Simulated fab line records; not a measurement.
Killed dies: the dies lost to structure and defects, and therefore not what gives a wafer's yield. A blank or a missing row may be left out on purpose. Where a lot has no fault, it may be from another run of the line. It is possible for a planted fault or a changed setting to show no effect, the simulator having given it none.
fab line records	flow rit-cmos
[record] lots = 14	wafers = 42	last-day = 7
route steps=202 shown ACTIVE@1 FOX2@27 GATE@97 SILICIDE@162 M1@202
lots that met no fault: from a run of the same line without faults
start-h: start of the lot's first displayed wafer, in hours after the record's first day	wait-h: how many hours have passed since the lot's step before this one	" same as the row above	L1.1+2: one row covering several wafers at once	- no value, or no start was given	* or withheld: withheld	< > ~ a bound
route shown NAME@n: NAME is a module with steps in the file, n the number in the route of the first one	usual: the fault-free wafers' mean and standard deviation	same: alike in all rows	chamber/n: place in a boat	sites: per-site readings	_std_site: the standard deviation of these	_edge_site: the outer-site mean with the inner-site mean subtracted	radius-mm: for every site, how far away it sits from the centre of the wafer	mask NAME#n: copy n	behind: the last tool/chamber to shape the wafer	hold: cause of the lot's hold/its duration in hours/its outcome	device: the n, p or np transistor that did not switch	end of line: tests run on the same wafers once the route is complete	a step given without rows: its recipe and nothing more	killed: dies lost to structure and defects at the first sort, not the wafer's yield	map: a wafer's dies, x killed, . not, _ none there
set.NAME: the setting as run; set.NAME@STEP: as run at that earlier step	model.NAME: the simulator's own value behind a step, which no gauge read
route steps across a sampled set of lots; one table per step, one row per wafer
services: when a tool's chamber went out of use (start-h, in hours from the record's first day, below 0 if earlier), for how many hours, and the reason
[[steps]]
[step RIT_ACTIVE_BOW_MEAS_00]
[recipe] mode = bow
[usual] INCOMING_BOW = 0/5.9
lot.wafer	tool	chamber	start-h	wait-h	INCOMING_BOW[um]
L571.2	film-metro-03	-	10.02	-	-5
L571.3	"	-	"	"	-3
L571.4	"	-	"	"	4
L573.3	film-metro-03	-	20.04	-	0
L573.4	"	-	"	"	-1
L573.6	"	-	"	"	-3
L574.1	film-metro-03	-	25.00	-	5
L574.2	"	-	"	"	5
L574.3	"	-	"	"	10
L575.1	film-metro-03	-	30.00	-	11
L575.3	"	-	"	"	-6
L575.4	"	-	"	"	-15
L576.1	film-metro-03	-	35.00	-	0
L576.2	"	-	"	"	10
L576.3	"	-	"	"	8
L578.1	film-metro-01	-	45.00	-	7
L578.2	"	-	"	"	-5
L578.3	"	-	"	"	-4
L580.2	film-metro-01	-	55.02	-	0
L580.4	"	-	"	"	4
L580.6	"	-	"	"	4
L581.1	film-metro-03	-	60.00	-	2
L581.3	"	-	"	"	10
L581.5	"	-	"	"	1
L582.2	film-metro-03	-	65.02	-	0
L582.3	"	-	"	"	12
L582.4	"	-	"	"	-5
L588.1	film-metro-03	-	95.00	-	-1
L588.3	"	-	"	"	9
L588.5	"	-	"	"	1
L590.1	film-metro-02	-	105.00	-	-2
L590.2	"	-	"	"	6
L590.6	"	-	"	"	-5
L591.3	film-metro-02	-	110.04	-	-5
L591.4	"	-	"	"	-4
L591.6	"	-	"	"	-1
L593.1	film-metro-02	-	120.00	-	0
L593.2	"	-	"	"	7
L593.6	"	-	"	"	6
L594.1	film-metro-03	-	125.00	-	10
L594.3	"	-	"	"	1
L594.4	"	-	"	"	12
[step RIT_FOX2_THK_MEAS_90]
[recipe] reads = SiO2_of_FOX2_OXIDATION_00
[usual] FIELD_OXIDE_LEFT_1_THK = 326/5.6
lot.wafer	tool	chamber	start-h	wait-h	FIELD_OXIDE_LEFT_1_THK[nm]
L571.2	film-metro-02	-	19.94	0.0	337
L571.3	"	-	"	"	328
L571.4	"	-	"	"	328
L573.3	film-metro-01	-	30.66	0.0	325
L573.4	"	-	"	"	324
L573.6	"	-	"	"	319
L574.1	film-metro-04	-	34.55	0.0	329
L574.2	"	-	"	"	329
L574.3	"	-	"	"	334
L575.1	film-metro-04	-	39.40	0.0	334
L575.3	"	-	"	"	334
L575.4	"	-	"	"	329
L576.1	film-metro-04	-	48.27	0.0	333
L576.2	"	-	"	"	333
L576.3	"	-	"	"	330
L578.1	film-metro-04	-	54.56	0.0	327
L578.2	"	-	"	"	336
L578.3	"	-	"	"	331
L580.2	film-metro-04	-	64.37	0.0	331
L580.4	"	-	"	"	335
L580.6	"	-	"	"	332
L581.1	film-metro-01	-	69.19	0.0	339
L581.3	"	-	"	"	331
L581.5	"	-	"	"	339
L582.2	film-metro-01	-	76.13	0.0	321
L582.3	"	-	"	"	319
L582.4	"	-	"	"	321
L588.1	film-metro-02	-	107.26	0.0	321
L588.3	"	-	"	"	316
L588.5	"	-	"	"	321
L590.1	film-metro-02	-	115.62	0.0	322
L590.2	"	-	"	"	321
L590.6	"	-	"	"	325
L591.3	film-metro-04	-	121.04	0.0	321
L591.4	"	-	"	"	318
L591.6	"	-	"	"	320
L593.1	film-metro-04	-	130.19	0.0	328
L593.2	"	-	"	"	328
L593.6	"	-	"	"	330
L594.1	film-metro-04	-	137.19	0.0	319
L594.3	"	-	"	"	319
L594.4	"	-	"	"	328
[step RIT_GATE_CD_MEAS_90]
[recipe] target-cd-nm = 150
[usual] cd-nm = 149.4/2.4
lot.wafer	tool	chamber	start-h	wait-h	cd-nm
L571.2	cd-sem-01	-	37.19	0.1	152.0
L571.3	"	-	"	"	149.1
L571.4	"	-	"	"	150.3
L573.3	cd-sem-01	-	49.81	0.1	148.2
L573.4	"	-	"	"	148.0
L573.6	"	-	"	"	148.3
L574.1	cd-sem-01	-	52.10	0.1	149.2
L574.2	"	-	"	"	152.1
L574.3	"	-	"	"	150.1
L575.1	cd-sem-01	-	57.31	0.1	150.7
L575.3	"	-	"	"	148.4
L575.4	"	-	"	"	148.4
L576.1	cd-sem-01	-	66.73	0.1	149.1
L576.2	"	-	"	"	148.6
L576.3	"	-	"	"	149.1
L578.1	cd-sem-01	-	72.43	0.1	151.7
L578.2	"	-	"	"	154.3
L578.3	"	-	"	"	152.5
L580.2	cd-sem-02	-	81.64	0.1	143.2
L580.4	"	-	"	"	149.6
L580.6	"	-	"	"	150.3
L581.1	cd-sem-01	-	87.95	0.1	151.0
L581.3	"	-	"	"	153.0
L581.5	"	-	"	"	154.2
L582.2	cd-sem-01	-	92.75	0.1	146.4
L582.3	"	-	"	"	146.5
L582.4	"	-	"	"	145.4
L588.1	cd-sem-01	-	126.20	0.1	148.5
L588.3	"	-	"	"	147.2
L588.5	"	-	"	"	147.8
L590.1	cd-sem-01	-	132.89	0.1	147.9
L590.2	"	-	"	"	147.9
L590.6	"	-	"	"	146.8
L591.3	cd-sem-02	-	141.39	0.1	149.2
L591.4	"	-	"	"	147.9
L591.6	"	-	"	"	149.7
L593.1	cd-sem-02	-	147.85	0.1	145.0
L593.2	"	-	"	"	145.2
L593.6	"	-	"	"	143.5
L594.1	cd-sem-01	-	154.79	0.1	154.4
L594.3	"	-	"	"	155.2
L594.4	"	-	"	"	152.7
[step RIT_SILICIDE_SPUTTER_01]
[recipe] material = Ti	target-thk-nm = 30	power-w = 350	chamber-pressure-pa = 0.667	gas = Ar	time-s = 240	substrate-temp-c = 25
[usual] throttle-valve-pct = 30.3/1.2
lot.wafer	tool	chamber	start-h	wait-h	throttle-valve-pct
L571.2	pvd-sputter-03	-	50.19	0.0	28.8
L571.3	"	-	"	"	29.9
L571.4	"	-	"	"	31.1
L573.3	pvd-sputter-03	-	63.05	0.0	28.8
L573.4	"	-	"	"	31.3
L573.6	"	-	"	"	28.6
L574.1	pvd-sputter-04	-	64.71	0.0	29.7
L574.2	"	-	"	"	31.8
L574.3	"	-	"	"	28.2
L575.1	pvd-sputter-03	-	70.00	0.0	31.9
L575.3	"	-	"	"	29.7
L575.4	"	-	"	"	29.1
L576.1	pvd-sputter-02	-	79.98	0.0	31.4
L576.2	"	-	"	"	31.1
L576.3	"	-	"	"	28.3
L578.1	pvd-sputter-03	-	85.30	0.0	31.2
L578.2	"	-	"	"	28.9
L578.3	"	-	"	"	31.6
L580.2	pvd-sputter-03	-	94.26	0.0	29.2
L580.4	"	-	"	"	31.5
L580.6	"	-	"	"	29.8
L581.1	pvd-sputter-02	-	102.77	0.0	31.1
L581.3	"	-	"	"	30.2
L581.5	"	-	"	"	28.3
L582.2	pvd-sputter-03	-	105.49	0.0	31.3
L582.3	"	-	"	"	30.0
L582.4	"	-	"	"	28.9
L588.1	pvd-sputter-03	-	139.06	0.0	31.3
L588.3	"	-	"	"	31.7
L588.5	"	-	"	"	31.5
L590.1	pvd-sputter-03	-	147.76	0.0	31.1
L590.2	"	-	"	"	29.9
L590.6	"	-	"	"	31.6
L591.3	pvd-sputter-02	-	153.80	0.0	30.0
L591.4	"	-	"	"	31.2
L591.6	"	-	"	"	31.2
L593.1	pvd-sputter-02	-	160.38	0.0	28.3
L593.2	"	-	"	"	31.3
L593.6	"	-	"	"	31.2
L594.1	pvd-sputter-04	-	168.13	0.0	28.4
L594.3	"	-	"	"	31.4
L594.4	"	-	"	"	30.1
[step RIT_SILICIDE_RS_MEAS_02]
[recipe] thk-meas-gauge = four-point-probe	reads = Ti_of_SILICIDE_SPUTTER_01
[usual] SILICIDE_TI_RS = 48.0/0.79
lot.wafer	tool	chamber	start-h	wait-h	SILICIDE_TI_RS[ohm/sq]
L571.2	film-metro-04	-	50.36	0.1	48.2
L571.3	"	-	"	"	46.8
L571.4	"	-	"	"	47.6
L573.3	film-metro-01	-	63.24	0.1	48.6
L573.4	"	-	"	"	48.7
L573.6	"	-	"	"	48.7
L574.1	film-metro-02	-	64.86	0.1	47.4
L574.2	"	-	"	"	47.2
L574.3	"	-	"	"	48.8
L575.1	film-metro-04	-	70.15	0.1	49.3
L575.3	"	-	"	"	48.6
L575.4	"	-	"	"	49.6
L576.1	film-metro-01	-	80.13	0.1	47.8
L576.2	"	-	"	"	47.3
L576.3	"	-	"	"	46.9
L578.1	film-metro-04	-	85.45	0.1	48.6
L578.2	"	-	"	"	49.3
L578.3	"	-	"	"	48.7
L580.2	film-metro-01	-	94.43	0.1	47.4
L580.4	"	-	"	"	46.7
L580.6	"	-	"	"	46.3
L581.1	film-metro-04	-	102.92	0.1	47.5
L581.3	"	-	"	"	47.0
L581.5	"	-	"	"	46.3
L582.2	film-metro-02	-	105.66	0.1	48.9
L582.3	"	-	"	"	48.2
L582.4	"	-	"	"	49.0
L588.1	film-metro-01	-	139.21	0.1	65.7
L588.3	"	-	"	"	65.3
L588.5	"	-	"	"	66.1
L590.1	film-metro-02	-	147.91	0.1	65.2
L590.2	"	-	"	"	63.9
L590.6	"	-	"	"	64.0
L591.3	film-metro-01	-	153.99	0.1	48.6
L591.4	"	-	"	"	48.8
L591.6	"	-	"	"	49.0
L593.1	film-metro-04	-	160.53	0.1	47.9
L593.2	"	-	"	"	48.3
L593.6	"	-	"	"	48.4
L594.1	film-metro-04	-	168.28	0.1	48.3
L594.3	"	-	"	"	47.7
L594.4	"	-	"	"	47.5
[step RIT_SILICIDE_THK_MEAS_03]
[recipe] thk-meas-gauge = xrf	reads = Ti_of_SILICIDE_SPUTTER_01
[usual] SILICIDE_TI_THK = 30.3/0.46
lot.wafer	tool	chamber	start-h	wait-h	SILICIDE_TI_THK[nm]
L571.2	film-metro-04	-	50.47	0.1	30.4
L571.3	"	-	"	"	31.0
L571.4	"	-	"	"	30.5
L573.3	film-metro-01	-	63.34	0.1	30.0
L573.4	"	-	"	"	30.0
L573.6	"	-	"	"	29.9
L574.1	film-metro-02	-	64.98	0.1	30.4
L574.2	"	-	"	"	30.5
L574.3	"	-	"	"	29.6
L575.1	film-metro-04	-	70.27	0.1	29.7
L575.3	"	-	"	"	30.0
L575.4	"	-	"	"	29.5
L576.1	film-metro-01	-	80.25	0.1	30.4
L576.2	"	-	"	"	30.5
L576.3	"	-	"	"	31.0
L578.1	film-metro-04	-	85.57	0.1	30.2
L578.2	"	-	"	"	29.9
L578.3	"	-	"	"	30.2
L580.2	film-metro-01	-	94.54	0.1	30.6
L580.4	"	-	"	"	31.1
L580.6	"	-	"	"	31.2
L581.1	film-metro-04	-	103.04	0.1	30.8
L581.3	"	-	"	"	30.9
L581.5	"	-	"	"	31.2
L582.2	film-metro-02	-	105.77	0.1	29.6
L582.3	"	-	"	"	29.8
L582.4	"	-	"	"	29.5
L588.1	film-metro-01	-	139.33	0.1	23.6
L588.3	"	-	"	"	23.6
L588.5	"	-	"	"	23.4
L590.1	film-metro-02	-	148.03	0.1	23.7
L590.2	"	-	"	"	24.1
L590.6	"	-	"	"	23.9
L591.3	film-metro-01	-	154.09	0.1	30.1
L591.4	"	-	"	"	29.9
L591.6	"	-	"	"	29.9
L593.1	film-metro-04	-	160.65	0.1	30.3
L593.2	"	-	"	"	30.0
L593.6	"	-	"	"	30.1
L594.1	film-metro-04	-	168.40	0.1	30.5
L594.3	"	-	"	"	30.7
L594.4	"	-	"	"	30.7
[step RIT_M1_PROBE_99]
[usual] killed_at_M0_to_M3 = 0.0/0.083	killed-at-contacts = 0.1/0.31	killed-at-front-end = 7/3.3	killed-dies = 7/3.3	killed-open = 3.4/2.2	killed-short = 3.5/2
[same] gross-dies = 264	killed_at_M4_up = 0	killed-at-back-side = 0	killed-at-other = 0
lot.wafer	tool	chamber	start-h	wait-h	killed_at_M0_to_M3	killed-at-contacts	killed-at-front-end	killed-dies	killed-open	killed-short
L578.1	prober-02	-	92.36	0.1	0	0	5	5	4	1
L578.2	prober-02	-	92.41	0.1	0	0	10	10	3	7
L578.3	prober-02	-	92.46	0.2	0	0	10	10	1	9
// killed by level:class
L578.1 GATE:geometric-particle:open=2 FOX2:geometric-particle:open=1 GATE:geometric-particle:short=1 SILICIDE:geometric-particle:open=1
L578.2 FOX1:geometric-particle:short=2 GATE:geometric-particle:short=2 GATE:geometric-particle:open=2 REOX:geometric-particle:short=1 SPACER:geometric-particle:short=1 SPACER:geometric-particle:open=1 SILICIDE:geometric-particle:short=1
L578.3 GATE:geometric-particle:short=3 FOX1:geometric-particle:short=2 SILICIDE:geometric-particle:short=2 REOX:geometric-particle:short=1 SPACER:geometric-particle:short=1 SILICIDE:geometric-particle:open=1
[[services]]
tool	chamber	start-h	hours	kind
pvd-sputter-04	-	44.47	1.4	repair
pvd-sputter-03	-	65.98	1.8	repair
pvd-sputter-04	-	80.48	7.6	repair
pvd-sputter-04	-	146.64	2.8	repair
pvd-sputter-03	-	163.37	6.7	repair
[[key]]
[first-sign] step = RIT_SILICIDE_RS_MEAS_02	reading = SILICIDE_TI_RS	direction = up	sigmas = 22	usual = 48.0	struck = 65.0
[effect] step = RIT_SILICIDE_THK_MEAS_03	reading = SILICIDE_TI_THK	direction = down	sigmas = 14	usual = 30.3	struck = 23.7
met-at RIT_SILICIDE_SPUTTER_01
struck-lots L588,L590
tester-left-out L588,L590
not-acting-at RIT_ACTIVE_BOW_MEAS_00,RIT_FOX2_THK_MEAS_90,RIT_GATE_CD_MEAS_90
onset-between 105.49 139.06
[fault] kind = process-parameter-drift	tool = pvd-sputter-03	chamber = -	onset-h = 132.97	steps = RIT_SILICIDE_SPUTTER_01	channel = time-s	offset = *	shape = step	end-h = 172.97	stated = *
// tester-left-out: of these lots the tester's yield and bins aren't shown, on N5 and GAA mostly nor the transistor test; their killed dies are dies lost to structure and defects alone, not to doping, threshold or leakage, so they don't give the yield
